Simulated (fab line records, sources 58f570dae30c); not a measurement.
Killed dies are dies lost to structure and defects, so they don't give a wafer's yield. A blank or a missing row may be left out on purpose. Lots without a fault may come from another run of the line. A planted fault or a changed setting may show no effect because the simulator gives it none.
Which tool did it? | flow berkeley_cmos170 | 14 lots, 42 wafers sampled, at 5 steps of a route of 331

WHAT THE GAUGES READ, wafer by wafer
UCB170_PFIELD_TW_MEAS_09. Usual: PFIELD_TW 598, standard deviation 5.3.
lot  | measured     | on            | PFIELD_TW   | flag
L348 | day 5 07:09  | film_metro-02 | 589 589 592 |
L349 | day 5 08:14  | film_metro-04 | 595 598 595 |
L351 | day 5 20:31  | film_metro-04 | 596 595 595 |
L352 | day 6 03:32  | film_metro-03 | 755 753 753 | OFF
L353 | day 6 03:25  | film_metro-02 | 592 595 593 |
L354 | day 6 07:51  | film_metro-03 | 608 608 605 |
L358 | day 7 06:54  | film_metro-02 | 738 740 736 | OFF
L364 | day 8 03:36  | film_metro-02 | 597 598 596 |
L362 | day 8 03:53  | film_metro-04 | 596 592 595 |
L365 | day 8 14:19  | film_metro-03 | 599 595 601 |
L366 | day 9 03:37  | film_metro-03 | 600 596 599 |
L368 | day 10 01:42 | film_metro-02 | 588 590 587 |
L369 | day 10 02:05 | film_metro-02 | 592 591 596 |
L370 | day 10 13:47 | film_metro-04 | 598 601 600 |

UCB170_SACOX_THK_MEAS_02. Usual: SACOX_OXIDE_THK 14.51 nm, standard deviation 0.25.
lot  | measured     | on            | SACOX_OXIDE_THK (nm) | flag
L348 | day 6 05:37  | film_metro-03 | 14.83 14.78 14.55    |
L349 | day 6 05:38  | film_metro-02 | 14.34 14.34 14.34    |
L351 | day 6 20:38  | film_metro-02 | 14.42 14.13 14.41    |
L352 | day 7 02:11  | film_metro-03 | 14.30 14.30 14.34    |
L353 | day 7 02:11  | film_metro-01 | 14.79 14.76 14.79    |
L354 | day 7 02:14  | film_metro-01 | 14.55 14.04 14.23    |
L358 | day 8 07:20  | film_metro-01 | 14.10 13.89 14.14    |
L364 | day 9 22:47  | film_metro-03 | 14.64 14.45 14.33    |
L362 | day 9 22:47  | film_metro-01 | 14.62 14.59 14.59    |
L365 | day 9 22:50  | film_metro-02 | 14.86 14.58 14.69    |
L366 | day 10 11:59 | film_metro-03 | 14.57 14.32 14.05    |
L368 | day 11 07:55 | film_metro-03 | 14.48 14.35 14.56    |
L369 | day 11 07:56 | film_metro-01 | 14.93 14.77 14.82    |
L370 | day 11 14:11 | film_metro-03 | 13.95 14.29 14.36    |

WHICH TOOL RAN EACH LOT (tool, then ch and the chambers of the sampled wafers, then the start)
lot  | UCB170_NWELL_ETCH_13              | UCB170_PFIELD_IMPLANT_07        | UCB170_PFIELD_STRIP_08
L348 | rie_diel-01 ch 0,2, day 2 20:04   | implanter-04 ch 0, day 5 06:54  | plasma_asher-04 ch 0,1, day 5 07:03
L349 | rie_diel-03 ch 0,1,2, day 3 02:04 | implanter-02 ch 0, day 5 08:00  | plasma_asher-04 ch 0,1, day 5 08:07
L351 | rie_diel-01 ch 1,2, day 3 09:05   | implanter-03 ch 0, day 5 20:16  | plasma_asher-04 ch 0,1, day 5 20:25
L352 | rie_diel-03 ch 0,1, day 3 17:29   | implanter-02 ch 0, day 6 02:54  | plasma_asher-03 ch 0,1, day 6 03:20
L353 | rie_diel-01 ch 1,3, day 3 17:46   | implanter-04 ch 0, day 6 03:10  | plasma_asher-02 ch 0,1, day 6 03:18
L354 | rie_diel-02 ch 0,1,3, day 4 04:53 | implanter-03 ch 0, day 6 07:36  | plasma_asher-03 ch 0,1, day 6 07:45
L358 | rie_diel-02 ch 0,1, day 4 18:43   | implanter-03 ch 0, day 7 06:20  | plasma_asher-04 ch 0,1, day 7 06:47
L364 | rie_diel-02 ch 0,1,2, day 5 19:23 | implanter-03 ch 0, day 8 03:22  | plasma_asher-04 ch 0,1, day 8 03:29
L362 | rie_diel-01 ch 1,2,3, day 5 19:50 | implanter-04 ch 0, day 8 03:38  | plasma_asher-02 ch 0,1, day 8 03:46
L365 | rie_diel-02 ch 0,2,3, day 6 06:01 | implanter-04 ch 0, day 8 14:05  | plasma_asher-03 ch 0,1, day 8 14:12
L366 | rie_diel-03 ch 0,1,2, day 6 13:22 | implanter-04 ch 0, day 9 03:23  | plasma_asher-04 ch 0,1, day 9 03:31
L368 | rie_diel-03 ch 2,3, day 6 23:58   | implanter-03 ch 0, day 10 01:27 | plasma_asher-03 ch 0,1, day 10 01:36
L369 | rie_diel-02 ch 1,2, day 7 00:14   | implanter-04 ch 0, day 10 01:52 | plasma_asher-04 ch 0,1, day 10 02:00
L370 | rie_diel-01 ch 2,3, day 7 09:08   | implanter-04 ch 0, day 10 13:32 | plasma_asher-03 ch 0,1, day 10 13:41
- UCB170_NWELL_ETCH_13: etches Si3N4 in CH3F/Ar/O2, stops on SiO2, target depth 246.4 nm, time 154 s.
- UCB170_PFIELD_IMPLANT_07
- UCB170_PFIELD_STRIP_08: strips in O2.

WHAT THE TOOLS THEMSELVES READ (means of the sampled wafers that have a number; where no wafer has one, the mark that the record gives instead)
UCB170_NWELL_ETCH_13. Usual: drypump_motor_current_A 5.7 A, standard deviation 0.31; oes_product_au 0.938 a.u., standard deviation 0.014; throttle_valve_pct 8.08 %, standard deviation 0.11.
lot  | tool        | drypump_motor_current_A (A) | oes_product_au (a.u.) | throttle_valve_pct (%) | flag
L348 | rie_diel-01 | 5.5                         | 0.914                 | 8.13                   |
L349 | rie_diel-03 | 5.7                         | 0.954                 | 8.05                   |
L351 | rie_diel-01 | 5.8                         | 0.945                 | 8.09                   |
L352 | rie_diel-03 | 5.8                         | 0.957                 | 8.07                   |
L353 | rie_diel-01 | 5.8                         | 0.940                 | 8.00                   |
L354 | rie_diel-02 | 5.9                         | 0.934                 | 8.02                   |
L358 | rie_diel-02 | 6.1                         | 0.934                 | 8.05                   |
L364 | rie_diel-02 | 5.9                         | 0.939                 | 8.10                   |
L362 | rie_diel-01 | 5.7                         | 0.933                 | 8.03                   |
L365 | rie_diel-02 | 5.7                         | 0.938                 | 8.06                   |
L366 | rie_diel-03 | 5.8                         | 0.953                 | 8.05                   |
L368 | rie_diel-03 | 5.4                         | 0.951                 | 8.16                   |
L369 | rie_diel-02 | 6.2                         | 0.933                 | 8.09                   |
L370 | rie_diel-01 | 5.6                         | 0.940                 | 7.97                   |

UCB170_PFIELD_IMPLANT_07. Usual: beam_energy_keV 79.993, standard deviation 0.027; end_station_pressure_torr 5.02e-06 Torr, standard deviation 2.8e-07.
lot  | tool         | beam_energy_keV | end_station_pressure_torr (Torr) | flag
L348 | implanter-04 | 79.972          | 5.24e-06                         |
L349 | implanter-02 | 79.983          | 5.13e-06                         |
L351 | implanter-03 | 80.012          | 5.06e-06                         |
L352 | implanter-02 | 80.013          | 5.02e-06                         |
L353 | implanter-04 | 79.972          | 4.96e-06                         |
L354 | implanter-03 | 79.989          | 4.79e-06                         |
L358 | implanter-03 | 79.979          | 5.13e-06                         |
L364 | implanter-03 | 79.987          | 4.82e-06                         |
L362 | implanter-04 | 80.009          | 5.16e-06                         |
L365 | implanter-04 | 79.981          | 5.38e-06                         |
L366 | implanter-04 | 79.996          | 5.18e-06                         |
L368 | implanter-03 | 80.013          | 5.24e-06                         |
L369 | implanter-04 | 80.006          | 5.02e-06                         |
L370 | implanter-04 | 79.974          | 5.10e-06                         |

UCB170_PFIELD_STRIP_08. Usual: drypump_motor_current_A 5.7 A, standard deviation 0.53; oes_product_au 0.734 a.u., standard deviation 0.0045; strip_time_to_endpoint_s 21.59 s, standard deviation 0.065.
lot  | tool            | drypump_motor_current_A (A) | oes_product_au (a.u.) | strip_time_to_endpoint_s (s) | flag
L348 | plasma_asher-04 | 5.3                         | 0.733                 | 21.65                        |
L349 | plasma_asher-04 | 5.7                         | 0.735                 | 21.47                        |
L351 | plasma_asher-04 | 5.3                         | 0.729                 | 21.67                        |
L352 | plasma_asher-03 | 5.9                         | 0.735                 | 21.56                        |
L353 | plasma_asher-02 | 5.8                         | 0.731                 | 21.51                        |
L354 | plasma_asher-03 | 5.9                         | 0.737                 | 21.56                        |
L358 | plasma_asher-04 | 5.3                         | 0.731                 | 21.62                        |
L364 | plasma_asher-04 | 5.3                         | 0.737                 | 21.54                        |
L362 | plasma_asher-02 | 5.5                         | 0.735                 | 21.54                        |
L365 | plasma_asher-03 | 5.9                         | 0.734                 | 21.66                        |
L366 | plasma_asher-04 | 5.3                         | 0.733                 | 21.59                        |
L368 | plasma_asher-03 | 6.2                         | 0.733                 | 21.49                        |
L369 | plasma_asher-04 | 5.7                         | 0.730                 | 21.56                        |
L370 | plasma_asher-03 | 6.2                         | 0.730                 | 21.57                        |

THE ANSWER, worked out from the rows above alone
Rule: a lot is off if the mean of its wafers that have a number lies more than 3 standard deviations from the usual mean. A lot without any number at a reading at which 4 lots or more have one is off too. The other lots that the step has rows for count as sound. The gauges are gone through in route order, then the tools' own readings, and for those a lot's mean is taken as printed above. The first step at which some lot is off is used, and at that step the reading that is off furthest; a lot without a number counts as furthest.
Off: L352, L358, at UCB170_PFIELD_TW_MEAS_09 (PFIELD_TW).
A tool fits if, at a process step before that reading, it ran every lot that is off, and no sound lot after the first of them. The gauges at UCB170_PFIELD_TW_MEAS_09 are tried like those tools. None of those tried fits.

WHAT THE SIMULATOR HAD PUT IN
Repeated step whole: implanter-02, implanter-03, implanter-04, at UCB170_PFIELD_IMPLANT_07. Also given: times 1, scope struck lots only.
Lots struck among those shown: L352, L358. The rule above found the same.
